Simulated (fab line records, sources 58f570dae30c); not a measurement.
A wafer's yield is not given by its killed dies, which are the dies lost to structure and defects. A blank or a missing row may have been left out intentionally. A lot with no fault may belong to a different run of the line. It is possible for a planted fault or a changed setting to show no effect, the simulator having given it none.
Split-lot trial :: flow berkeleyCmos170 :: on a route of 331 steps: 5 lots, 23 wafers read

ABOUT THE SPLIT
At UCB170_M1_PEB_07, the setting pebTempC was moved away from the recipe's 130 C on 7 of the 23 wafers read, by -2.9% to -0.8%. The other wafers ran this setting at the recipe's value.

FROM THE SPLIT TO THE READING: what the file shows between them, 5 steps
- UCB170_M1_DEVELOP_08: develop time 45 s
- UCB170_M1_CD_MEAS_09: target cd 700 nm
- UCB170_M1_ETCH_11: etches BARC in N2/H2
- UCB170_M1_METAL_ETCH_12: etches Al in Cl2/BCl3, stops on PSG, target depth 780 nm, time 130 s (also split here: timeS)
- UCB170_M1_STRIP_13: strips in O2

THE READING
cdNm at UCB170_M1_CD_MEAS_90, given in nm (cd target 700 nm). A value of 700.0 nm with a standard deviation of 1.9 nm is what fault-free wafers of this fab line usually give.

wafer: L074.1
tool, chamber at the split: lithoTrack-04, 0
pebTempC as run, C: 130
against the recipe: recipe
cdNm, nm: 700.3
against lot-mates on the recipe: -

wafer: L074.2
tool, chamber at the split: lithoTrack-04, 0
pebTempC as run, C: 130
against the recipe: recipe
cdNm, nm: 703.9
against lot-mates on the recipe: -

wafer: L074.3
tool, chamber at the split: lithoTrack-04, 0
pebTempC as run, C: 130
against the recipe: recipe
cdNm, nm: 702.0
against lot-mates on the recipe: -

wafer: L074.4
tool, chamber at the split: lithoTrack-04, 0
pebTempC as run, C: 130
against the recipe: recipe
cdNm, nm: 702.0
against lot-mates on the recipe: -

wafer: L074.6
tool, chamber at the split: lithoTrack-04, 0
pebTempC as run, C: 130
against the recipe: recipe
cdNm, nm: 702.7
against lot-mates on the recipe: -

wafer: L077.1
tool, chamber at the split: lithoTrack-03, 0
pebTempC as run, C: 130
against the recipe: recipe
cdNm, nm: 699.0
against lot-mates on the recipe: -

wafer: L077.2
tool, chamber at the split: lithoTrack-03, 0
pebTempC as run, C: 130
against the recipe: recipe
cdNm, nm: 699.5
against lot-mates on the recipe: -

wafer: L077.3
tool, chamber at the split: lithoTrack-03, 0
pebTempC as run, C: 129
against the recipe: -0.8%
cdNm, nm: 705.8
against lot-mates on the recipe: +6.8

wafer: L077.5
tool, chamber at the split: lithoTrack-03, 0
pebTempC as run, C: 129
against the recipe: -0.8%
cdNm, nm: 706.6
against lot-mates on the recipe: +7.6

wafer: L077.6
tool, chamber at the split: lithoTrack-03, 0
pebTempC as run, C: 130
against the recipe: recipe
cdNm, nm: 698.4
against lot-mates on the recipe: -

wafer: L076.2
tool, chamber at the split: lithoTrack-04, 0
pebTempC as run, C: 130
against the recipe: recipe
cdNm, nm: 697.7
against lot-mates on the recipe: -

wafer: L076.3
tool, chamber at the split: lithoTrack-04, 0
pebTempC as run, C: 130
against the recipe: recipe
cdNm, nm: 698.6
against lot-mates on the recipe: -

wafer: L076.4
tool, chamber at the split: lithoTrack-04, 0
pebTempC as run, C: 127.2
against the recipe: -2.2%
cdNm, nm: 716.8
against lot-mates on the recipe: +18.4

wafer: L076.5
tool, chamber at the split: lithoTrack-04, 0
pebTempC as run, C: 130
against the recipe: recipe
cdNm, nm: 698.9
against lot-mates on the recipe: -

wafer: L076.6
tool, chamber at the split: lithoTrack-04, 0
pebTempC as run, C: 127.2
against the recipe: -2.2%
cdNm, nm: 718.3
against lot-mates on the recipe: +19.9

wafer: L079.1
tool, chamber at the split: lithoTrack-04, 0
pebTempC as run, C: 130
against the recipe: recipe
cdNm, nm: 697.4
against lot-mates on the recipe: -

wafer: L079.3
tool, chamber at the split: lithoTrack-04, 0
pebTempC as run, C: 130
against the recipe: recipe
cdNm, nm: 700.2
against lot-mates on the recipe: -

wafer: L079.6
tool, chamber at the split: lithoTrack-04, 0
pebTempC as run, C: 130
against the recipe: recipe
cdNm, nm: 700.7
against lot-mates on the recipe: -

wafer: L080.1
tool, chamber at the split: lithoTrack-04, 0
pebTempC as run, C: 130
against the recipe: recipe
cdNm, nm: 698.5
against lot-mates on the recipe: -

wafer: L080.2
tool, chamber at the split: lithoTrack-04, 0
pebTempC as run, C: 126.2
against the recipe: -2.9%
cdNm, nm: 729.5
against lot-mates on the recipe: +28.5

wafer: L080.3
tool, chamber at the split: lithoTrack-04, 0
pebTempC as run, C: 126.2
against the recipe: -2.9%
cdNm, nm: 729.2
against lot-mates on the recipe: +28.2

wafer: L080.4
tool, chamber at the split: lithoTrack-04, 0
pebTempC as run, C: 130
against the recipe: recipe
cdNm, nm: 703.6
against lot-mates on the recipe: -

wafer: L080.5
tool, chamber at the split: lithoTrack-04, 0
pebTempC as run, C: 126.2
against the recipe: -2.9%
cdNm, nm: 730.5
against lot-mates on the recipe: +29.5

THE FIT
A straight line over all 23 wafers: cdNm changes by -9.58 nm for each +1% of pebTempC; r = -0.98; the points scatter about the line by 2.2 nm.
The same after taking each lot's own level away (the mean of its wafers on the recipe; 23 wafers): -9.58 nm for each +1%; r = -0.99; scatter 1.3 nm.
On that fit, the largest move of pebTempC shifts the reading by 28 nm.
From 698.40 to 702.18 nm: that is the span of the lots' own levels, equal to 2.0 times the standard deviation above.
The two slopes are in agreement: the lot-to-lot level therefore moves the slope only a little.
Check: with one of the wafers moved furthest among these (-2.9%) left out of the fit, the line predicts +27.8 nm for it against its lot-mates. It came out at +28.5 nm against them.

THESE WAFERS: OTHER SPLITS
Note: prior to the reading, these wafers also went through further splits. Each is held against what the fit with the lots' levels taken away leaves over:
other split on the same wafers: UCB170_PLDD_PEB_04 pebTempC
wafers away from the commonest value: 8
r with cdNm (lot level and that fit taken away): -0.13

other split on the same wafers: UCB170_NLDD_IMPLANT_08 doseCm2
wafers away from the commonest value: 5
r with cdNm (lot level and that fit taken away): +0.05

other split on the same wafers: UCB170_NLDD_STRIP_10 o2FlowSccm
wafers away from the commonest value: 9
r with cdNm (lot level and that fit taken away): -0.41

other split on the same wafers: UCB170_NSD_IMPLANT_08 energyKev
wafers away from the commonest value: 6
r with cdNm (lot level and that fit taken away): -0.08

other split on the same wafers: UCB170_BACKSIDE_SOFTBAKE_02 tempC
wafers away from the commonest value: 8
r with cdNm (lot level and that fit taken away): -0.21

other split on the same wafers: UCB170_CONTACT_CVD_01 ph3FlowSccm
wafers away from the commonest value: 18
r with cdNm (lot level and that fit taken away): +0.06

other split on the same wafers: UCB170_CONTACT_EXPOSE_12 doseMj
wafers away from the commonest value: 3
r with cdNm (lot level and that fit taken away): -0.14

other split on the same wafers: UCB170_M1_METAL_ETCH_12 timeS
wafers away from the commonest value: 8
r with cdNm (lot level and that fit taken away): -0.55

THE WHOLE CHAIN: every reading that the file lists as answering this split, in the file's order
step: UCB170_M1_CD_MEAS_09
what it does: target cd 700 nm
reading: cdNm
change (the file's fit): -9.55 nm for each +1% of the setting
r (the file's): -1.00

step: UCB170_M1_ETCH_11
what it does: etches BARC in N2/H2
reading: M1.cdNm (the simulator's own value, which no gauge read)
change (the file's fit): -9.63 nm for each +1% of the setting
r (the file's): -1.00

step: UCB170_M1_METAL_ETCH_12
what it does: etches Al in Cl2/BCl3, stops on PSG, target depth 780 nm, time 130 s
reading: M1.cdNm (the simulator's own value, which no gauge read)
change (the file's fit): -9.51 nm for each +1% of the setting
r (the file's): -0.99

step: UCB170_M1_CD_MEAS_90
what it does: target cd 700 nm
reading: cdNm
change (the file's fit): -9.48 nm for each +1% of the setting
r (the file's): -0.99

THE FILE'S OWN FIT
cdNm changes by -9.48 nm for each +1% of pebTempC, r = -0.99.
